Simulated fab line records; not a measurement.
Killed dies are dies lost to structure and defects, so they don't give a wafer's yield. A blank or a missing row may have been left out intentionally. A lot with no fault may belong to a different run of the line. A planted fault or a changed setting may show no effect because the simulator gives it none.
Which tool did it? || flow rit cmos || 14 lots with 42 wafers sampled at 5 steps, on a route of 202 steps

## WHAT EACH GAUGE READ, for each wafer
RIT_NRETRO_TW_MEAS_10.
{"lot": "L802", "measured": "day 2 10:04", "on": "film metro-01", "NRETRO_TW": "1052 1060 1051"}
{"lot": "L804", "measured": "day 2 16:26", "on": "film metro-04", "NRETRO_TW": "1057 1063 1057"}
{"lot": "L805", "measured": "day 2 21:51", "on": "film metro-04", "NRETRO_TW": "1059 1054 1063"}
{"lot": "L806", "measured": "day 3 03:25", "on": "film metro-04", "NRETRO_TW": "1064 1061 1062"}
{"lot": "L809", "measured": "day 3 19:05", "on": "film metro-02", "NRETRO_TW": "1326 1328 1314"}
{"lot": "L810", "measured": "day 3 23:58", "on": "film metro-04", "NRETRO_TW": "1063 1066 1059"}
{"lot": "L811", "measured": "day 4 03:10", "on": "film metro-02", "NRETRO_TW": "1065 1057 1056"}
{"lot": "L814", "measured": "day 4 20:34", "on": "film metro-01", "NRETRO_TW": "1310 1314 1313"}
{"lot": "L819", "measured": "day 5 21:56", "on": "film metro-04", "NRETRO_TW": "1056 1063 1058"}
{"lot": "L820", "measured": "day 6 01:47", "on": "film metro-04", "NRETRO_TW": "1062 1058 1061"}
{"lot": "L821", "measured": "day 6 06:42", "on": "film metro-02", "NRETRO_TW": "1059 1053 1057"}
{"lot": "L822", "measured": "day 6 12:47", "on": "film metro-01", "NRETRO_TW": "1054 1057 1056"}
{"lot": "L823", "measured": "day 7 02:04", "on": "film metro-02", "NRETRO_TW": "1069 1064 1063"}
{"lot": "L824", "measured": "day 7 02:18", "on": "film metro-02", "NRETRO_TW": "1062 1063 1062"}

RIT_M1_RS_MEAS_01: the measuring method here is four-point-probe.
{"lot": "L802", "measured": "day 3 09:44", "on": "film metro-04", "M1_AL_RS (ohm/sq)": "0.0742 0.0747 0.0748"}
{"lot": "L804", "measured": "day 3 17:04", "on": "film metro-04", "M1_AL_RS (ohm/sq)": "0.0732 0.0728 0.0729"}
{"lot": "L805", "measured": "day 3 22:19", "on": "film metro-02", "M1_AL_RS (ohm/sq)": "0.0740 0.0733 0.0738"}
{"lot": "L806", "measured": "day 4 02:05", "on": "film metro-01", "M1_AL_RS (ohm/sq)": "0.0748 0.0748 0.0740"}
{"lot": "L809", "measured": "day 4 20:50", "on": "film metro-01", "M1_AL_RS (ohm/sq)": "0.0738 0.0732 0.0737"}
{"lot": "L810", "measured": "day 4 23:16", "on": "film metro-02", "M1_AL_RS (ohm/sq)": "0.0722 0.0722 0.0723"}
{"lot": "L811", "measured": "day 5 02:29", "on": "film metro-04", "M1_AL_RS (ohm/sq)": "0.0735 0.0736 0.0740"}
{"lot": "L814", "measured": "day 5 21:35", "on": "film metro-02", "M1_AL_RS (ohm/sq)": "0.0718 0.0724 0.0717"}
{"lot": "L819", "measured": "day 7 06:47", "on": "film metro-01", "M1_AL_RS (ohm/sq)": "0.0728 0.0729 0.0739"}
{"lot": "L820", "measured": "day 7 07:02", "on": "film metro-02", "M1_AL_RS (ohm/sq)": "0.0738 0.0735 0.0737"}
{"lot": "L821", "measured": "day 7 20:10", "on": "film metro-01", "M1_AL_RS (ohm/sq)": "0.0735 0.0722 0.0723"}
{"lot": "L822", "measured": "day 8 06:55", "on": "film metro-04", "M1_AL_RS (ohm/sq)": "0.0743 0.0736 0.0741"}
{"lot": "L823", "measured": "day 8 17:29", "on": "film metro-04", "M1_AL_RS (ohm/sq)": "0.0721 0.0723 0.0725"}
{"lot": "L824", "measured": "day 8 19:30", "on": "film metro-01", "M1_AL_RS (ohm/sq)": "0.0737 0.0743 0.0738"}

## TOOL THAT RAN EACH LOT (tool first, then ch and the chambers of the sampled wafers, then the start)
{"lot": "L802", "RIT_NRETRO_IMPLANT_08": "implanter-04 ch 0, day 2 09:47", "RIT_GATE_ETCH_19": "rie si-01 ch 0,3, day 2 17:16", "RIT_CONTACT_STRIP_12": "plasma asher-01 ch 0,1, day 3 08:46"}
{"lot": "L804", "RIT_NRETRO_IMPLANT_08": "implanter-03 ch 0, day 2 16:08", "RIT_GATE_ETCH_19": "rie si-01 ch 0,1,2, day 2 23:49", "RIT_CONTACT_STRIP_12": "plasma asher-02 ch 0,1, day 3 16:08"}
{"lot": "L805", "RIT_NRETRO_IMPLANT_08": "implanter-03 ch 0, day 2 21:32", "RIT_GATE_ETCH_19": "rie si-02 ch 1,2,3, day 3 06:01", "RIT_CONTACT_STRIP_12": "plasma asher-02 ch 0, day 3 21:20"}
{"lot": "L806", "RIT_NRETRO_IMPLANT_08": "implanter-02 ch 0, day 3 03:05", "RIT_GATE_ETCH_19": "rie si-01 ch 1,2,3, day 3 09:52", "RIT_CONTACT_STRIP_12": "plasma asher-02 ch 0,1, day 4 01:06"}
{"lot": "L809", "RIT_NRETRO_IMPLANT_08": "implanter-02 ch 0, day 3 18:27", "RIT_GATE_ETCH_19": "rie si-02 ch 1,2,3, day 4 04:25", "RIT_CONTACT_STRIP_12": "plasma asher-02 ch 0,1, day 4 19:51"}
{"lot": "L810", "RIT_NRETRO_IMPLANT_08": "implanter-04 ch 0, day 3 23:38", "RIT_GATE_ETCH_19": "rie si-01 ch 0,1, day 4 06:58", "RIT_CONTACT_STRIP_12": "plasma asher-03 ch 0,1, day 4 22:12"}
{"lot": "L811", "RIT_NRETRO_IMPLANT_08": "implanter-04 ch 0, day 4 02:52", "RIT_GATE_ETCH_19": "rie si-02 ch 0,1,3, day 4 10:26", "RIT_CONTACT_STRIP_12": "plasma asher-03 ch 0,1, day 5 01:33"}
{"lot": "L814", "RIT_NRETRO_IMPLANT_08": "implanter-03 ch 0, day 4 19:58", "RIT_GATE_ETCH_19": "rie si-01 ch 1,2, day 5 04:40", "RIT_CONTACT_STRIP_12": "plasma asher-01 ch 0,1, day 5 20:40"}
{"lot": "L819", "RIT_NRETRO_IMPLANT_08": "implanter-03 ch 0, day 5 21:38", "RIT_GATE_ETCH_19": "rie si-02 ch 1,2, day 6 12:48", "RIT_CONTACT_STRIP_12": "plasma asher-03 ch 0,1, day 7 05:52"}
{"lot": "L820", "RIT_NRETRO_IMPLANT_08": "implanter-02 ch 0, day 6 01:30", "RIT_GATE_ETCH_19": "rie si-01 ch 1,2, day 6 12:54", "RIT_CONTACT_STRIP_12": "plasma asher-02 ch 0,1, day 7 06:06"}
{"lot": "L821", "RIT_NRETRO_IMPLANT_08": "implanter-03 ch 0, day 6 06:23", "RIT_GATE_ETCH_19": "rie si-02 ch 1,2, day 6 18:31", "RIT_CONTACT_STRIP_12": "plasma asher-02 ch 0,1, day 7 19:13"}
{"lot": "L822", "RIT_NRETRO_IMPLANT_08": "implanter-03 ch 0, day 6 12:29", "RIT_GATE_ETCH_19": "rie si-01 ch 0,2,3, day 7 08:02", "RIT_CONTACT_STRIP_12": "plasma asher-02 ch 0,1, day 8 05:57"}
{"lot": "L823", "RIT_NRETRO_IMPLANT_08": "implanter-03 ch 0, day 7 01:44", "RIT_GATE_ETCH_19": "rie si-01 ch 1,2, day 7 21:31", "RIT_CONTACT_STRIP_12": "plasma asher-02 ch 0,1, day 8 16:32"}
{"lot": "L824", "RIT_NRETRO_IMPLANT_08": "implanter-04 ch 0, day 7 01:58", "RIT_GATE_ETCH_19": "rie si-01 ch 0,1,2, day 7 21:45", "RIT_CONTACT_STRIP_12": "plasma asher-02 ch 0,1, day 8 18:32"}
- RIT_NRETRO_IMPLANT_08
- RIT_GATE_ETCH_19: etches poly-Si in SF6/CHF3/O2, stops on SiO2, time 165 s, target depth 312.5 nm.
- RIT_CONTACT_STRIP_12: strips in O2, time 180 s.

## AS READ BY THE TOOLS THEMSELVES (means over the sampled wafers that have a number; for cases with no such wafer, the mark the record gives instead)
RIT_NRETRO_IMPLANT_08.
{"lot": "L802", "tool": "implanter-04", "faraday current uA": 32.2}
{"lot": "L804", "tool": "implanter-03", "faraday current uA": 31.4}
{"lot": "L805", "tool": "implanter-03", "faraday current uA": 32.4}
{"lot": "L806", "tool": "implanter-02", "faraday current uA": 31.8}
{"lot": "L809", "tool": "implanter-02", "faraday current uA": 31.8}
{"lot": "L810", "tool": "implanter-04", "faraday current uA": 30.9}
{"lot": "L811", "tool": "implanter-04", "faraday current uA": 31.8}
{"lot": "L814", "tool": "implanter-03", "faraday current uA": 31.4}
{"lot": "L819", "tool": "implanter-03", "faraday current uA": 31.8}
{"lot": "L820", "tool": "implanter-02", "faraday current uA": 31.8}
{"lot": "L821", "tool": "implanter-03", "faraday current uA": 31.6}
{"lot": "L822", "tool": "implanter-03", "faraday current uA": 32.4}
{"lot": "L823", "tool": "implanter-03", "faraday current uA": 31.7}
{"lot": "L824", "tool": "implanter-04", "faraday current uA": 31.3}

RIT_GATE_ETCH_19.
{"lot": "L802", "tool": "rie si-01", "CHF3_flow_sccm (sccm)": 29.93, "drypump motor current A (A)": 5.8, "oes product au (a.u.)": 0.847, "throttle valve pct (%)": 10.46}
{"lot": "L804", "tool": "rie si-01", "CHF3_flow_sccm (sccm)": 29.91, "drypump motor current A (A)": 5.5, "oes product au (a.u.)": 0.855, "throttle valve pct (%)": 10.14}
{"lot": "L805", "tool": "rie si-02", "CHF3_flow_sccm (sccm)": 30.03, "drypump motor current A (A)": 5.8, "oes product au (a.u.)": 0.834, "throttle valve pct (%)": 10.07}
{"lot": "L806", "tool": "rie si-01", "CHF3_flow_sccm (sccm)": 30.04, "drypump motor current A (A)": 5.4, "oes product au (a.u.)": 0.838, "throttle valve pct (%)": 10.18}
{"lot": "L809", "tool": "rie si-02", "CHF3_flow_sccm (sccm)": 29.93, "drypump motor current A (A)": 5.7, "oes product au (a.u.)": 0.832, "throttle valve pct (%)": 10.07}
{"lot": "L810", "tool": "rie si-01", "CHF3_flow_sccm (sccm)": 30.03, "drypump motor current A (A)": 5.7, "oes product au (a.u.)": 0.853, "throttle valve pct (%)": 10.29}
{"lot": "L811", "tool": "rie si-02", "CHF3_flow_sccm (sccm)": 30.00, "drypump motor current A (A)": 5.8, "oes product au (a.u.)": 0.834, "throttle valve pct (%)": 10.16}
{"lot": "L814", "tool": "rie si-01", "CHF3_flow_sccm (sccm)": 29.94, "drypump motor current A (A)": 5.3, "oes product au (a.u.)": 0.854, "throttle valve pct (%)": 9.99}
{"lot": "L819", "tool": "rie si-02", "CHF3_flow_sccm (sccm)": 30.02, "drypump motor current A (A)": 5.5, "oes product au (a.u.)": 0.828, "throttle valve pct (%)": 10.01}
{"lot": "L820", "tool": "rie si-01", "CHF3_flow_sccm (sccm)": 30.06, "drypump motor current A (A)": 5.4, "oes product au (a.u.)": 0.857, "throttle valve pct (%)": 9.98}
{"lot": "L821", "tool": "rie si-02", "CHF3_flow_sccm (sccm)": 29.97, "drypump motor current A (A)": 5.5, "oes product au (a.u.)": 0.833, "throttle valve pct (%)": 10.00}
{"lot": "L822", "tool": "rie si-01", "CHF3_flow_sccm (sccm)": 29.95, "drypump motor current A (A)": 5.5, "oes product au (a.u.)": 0.848, "throttle valve pct (%)": 10.32}
{"lot": "L823", "tool": "rie si-01", "CHF3_flow_sccm (sccm)": 29.89, "drypump motor current A (A)": 5.4, "oes product au (a.u.)": 0.853, "throttle valve pct (%)": 9.99}
{"lot": "L824", "tool": "rie si-01", "CHF3_flow_sccm (sccm)": 30.06, "drypump motor current A (A)": 5.6, "oes product au (a.u.)": 0.857, "throttle valve pct (%)": 10.13}

RIT_CONTACT_STRIP_12.
{"lot": "L802", "tool": "plasma asher-01", "drypump motor current A (A)": 5.4}
{"lot": "L804", "tool": "plasma asher-02", "drypump motor current A (A)": 6.1}
{"lot": "L805", "tool": "plasma asher-02", "drypump motor current A (A)": 6.4}
{"lot": "L806", "tool": "plasma asher-02", "drypump motor current A (A)": 5.7}
{"lot": "L809", "tool": "plasma asher-02", "drypump motor current A (A)": 5.7}
{"lot": "L810", "tool": "plasma asher-03", "drypump motor current A (A)": 6.2}
{"lot": "L811", "tool": "plasma asher-03", "drypump motor current A (A)": 6.1}
{"lot": "L814", "tool": "plasma asher-01", "drypump motor current A (A)": 5.6}
{"lot": "L819", "tool": "plasma asher-03", "drypump motor current A (A)": 6.2}
{"lot": "L820", "tool": "plasma asher-02", "drypump motor current A (A)": 6.1}
{"lot": "L821", "tool": "plasma asher-02", "drypump motor current A (A)": 5.7}
{"lot": "L822", "tool": "plasma asher-02", "drypump motor current A (A)": 6.1}
{"lot": "L823", "tool": "plasma asher-02", "drypump motor current A (A)": 6.1}
{"lot": "L824", "tool": "plasma asher-02", "drypump motor current A (A)": 6.1}

## THE ANSWER, worked out from the rows above alone
Rule: what is usual is taken from the lots themselves. The widest of any qualifying gaps counts: lots, ordered by their means at a reading, are off when they make up no more than a third of the lots, leave a main group of 4 or more, and stand apart from it by 3 or more times the standard deviation of that group's means. Not used: any main group whose means are identical at the precision the tables above print for the reading. Also off: a lot with no number at a reading for which 4 or more lots have one. All remaining lots with rows at the step are treated as sound. First the gauges in route order, then the tools' own readings, where a lot's mean is used as printed above. The first step at which some lot is off is used, and at that step the reading that is off furthest; a lot without a number counts as furthest.
Off: at RIT_NRETRO_TW_MEAS_10 (NRETRO_TW), L809, L814. Mean 1060 and standard deviation 3.1 in the main group.
If a tool, at a process step before that reading, ran all the lots that are off and no sound lot after the first of them, it fits. Gauges at RIT_NRETRO_TW_MEAS_10: tried the same way as those tools. Of those tried, none fits.

## WHAT HAD BEEN PUT IN BY THE SIMULATOR
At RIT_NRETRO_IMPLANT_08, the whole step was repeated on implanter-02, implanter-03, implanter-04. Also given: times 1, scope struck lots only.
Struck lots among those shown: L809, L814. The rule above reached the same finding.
